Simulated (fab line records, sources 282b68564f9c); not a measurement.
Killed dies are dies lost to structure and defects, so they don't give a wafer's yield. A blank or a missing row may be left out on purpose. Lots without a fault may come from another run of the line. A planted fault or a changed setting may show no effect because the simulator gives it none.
A struck lot beside a sound one | flow rit_cmos | 18 steps out of a route of 202
Sound: wafers L908.3, L908.4, L908.6. Struck: wafers L920.1, L920.2, L920.5. The cause comes at the end.
At each step with rows: each side's tool, then ch and its chambers, then its first start. Under that, the readings that differ: sound wafers | struck wafers | difference of the means | sigmas: that difference in standard deviations of wafers without a fault.
alike: readings whose means differ by less than 2 such deviations, and words and numbers that are the same on both sides. not compared: withheld readings, readings that some wafer has no value for, bounds like >300 that may hide the same value, and numbers for which the record gives no deviation and whose values overlap.
The two part at a step that has a row with sigmas, a row that says differs or no value, or rows on one side only. Numbers that don't overlap but have no deviation are shown without sigmas and don't part them. A reading that every wafer of one side lacks parts them only if that side has two wafers or more.

first, 4 steps without rows for these wafers: RIT_PSD_SOFTBAKE_02 (time 60 s); RIT_PSD_EXPOSE_03 (exposes mask M10, target cd 40900 nm); RIT_PSD_PEB_04; RIT_PSD_DEVELOP_05 (develop time 50 s).
RIT_PSD_OVL_MEAS_06:
  sound on overlay-01, day 3 21:08; struck on overlay-02, day 7 00:05
  alike: PSD_OVL
then, 2 steps without rows for these wafers: RIT_PSD_HARDBAKE_07 (time 60 s); RIT_PSD_IMPLANT_08.
RIT_PSD_STRIP_09: strips in O2, time 180 s.
  sound on plasma_asher-02 ch 0,1, day 3 21:31; struck on plasma_asher-04 ch 0,1, day 7 00:25
  alike: chamber_pressure_mTorr, drypump_motor_current_A
  not compared: rf_hours_counter_h
RIT_PSD_TW_MEAS_10:
  sound on film_metro-04, day 3 21:39; struck on film_metro-02, day 7 00:36
  alike: PSD_TW
then, 3 steps without rows for these wafers: RIT_SDANNEAL_CLEAN_00 (cleans in SC1, time 600 s); RIT_SDANNEAL_CLEAN_01 (cleans in dHF, time 30 s); RIT_SDANNEAL_CLEAN_02 (cleans in SC2, time 600 s).
RIT_SDANNEAL_RTA_03: time 5 s.
  sound on rtp_anneal-02 ch 0, day 3 22:06; struck on rtp_anneal-02 ch 0, day 7 01:01
  reading          | sound                | struck               | difference | sigmas
  wafer_temp_C_max | 1054.3 1054.3 1053.7 | 1012.8 1012.9 1015.8 | -40.3      | -37
  alike: ramp_down_c_per_s
RIT_SDANNEAL_RS_MEAS_04: measures by four-point-probe.
  sound on film_metro-04, day 3 22:10; struck on film_metro-02, day 7 01:05
  reading         | sound                | struck               | difference | sigmas
  PSD_RS (ohm/sq) | 115.58 115.78 115.57 | 144.20 143.88 144.36 | +28.50     | +98
RIT_SDANNEAL_RS_MEAS_05: measures by four-point-probe.
  sound on film_metro-04, day 3 22:17; struck on film_metro-02, day 7 01:12
  reading         | sound          | struck         | difference | sigmas
  NSD_RS (ohm/sq) | 84.5 84.8 84.3 | 86.1 85.8 85.6 | +1.3       | +4
RIT_SDANNEAL_RS_MEAS_06: measures by four-point-probe.
  sound on film_metro-04, day 3 22:25; struck on film_metro-02, day 7 01:19
  reading          | sound             | struck            | difference | sigmas
  PLDD_RS (ohm/sq) | 180.1 180.3 179.8 | 217.0 216.6 216.8 | +36.7      | +77
RIT_SDANNEAL_RS_MEAS_07: measures by four-point-probe.
  sound on film_metro-04, day 3 22:32; struck on film_metro-02, day 7 01:26
  reading          | sound             | struck            | difference | sigmas
  NLDD_RS (ohm/sq) | 149.8 149.9 150.2 | 151.5 151.2 151.2 | +1.3       | +3
RIT_M1_PROBE_99:
  sound on prober-02, day 4 05:42; struck on prober-02, day 7 08:46
  reading                             | sound             | struck            | difference | sigmas
  model.etest.pmos_turned.r_on_ohm_um | 3438 3500 3472    | 4180 4212 4092    | +691       |
  model.etest.pmos_0p3.r_on_ohm_um    | 6134 6192 6183    | 6684 6646 6619    | +480       |
  model.etest.pmos_0p15.r_on_ohm_um   | 2761 2817 2814    | 3172 3133 3057    | +323       |
  model.etest.pldd.rs_ohm_sq          | 511.8 533.8 511.7 | 560.9 569.6 554.5 | +42.6      |
  model.etest.nmos_0p3.r_on_ohm_um    | 2075 2117 2105    | 2130 2166 2120    | +40        |
  model.etest.pmos_turned.drive_ua_um | 195.8 188.4 194.1 | 139.3 140.4 142.5 | -52.0      |
  model.etest.pmos_0p15.drive_ua_um   | 263.7 254.5 255.9 | 227 231.3 232     | -28        |
  model.etest.nmos_turned.drive_ua_um | 345.7 343.1 342.3 | 307.8 310.4 315.4 | -32.5      |
  alike: killed_at_contacts, killed_at_front_end, killed_dies, killed_open, killed_short

WHERE THEY PART
First at RIT_SDANNEAL_RTA_03; last, within this record, at RIT_SDANNEAL_RS_MEAS_07. Later steps at which nothing parts them and some readings are alike: RIT_M1_PROBE_99.

WHY: what the simulator had put in
Process parameter drift: rtp_anneal-02, from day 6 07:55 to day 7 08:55, at RIT_SDANNEAL_RTA_03. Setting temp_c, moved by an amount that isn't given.
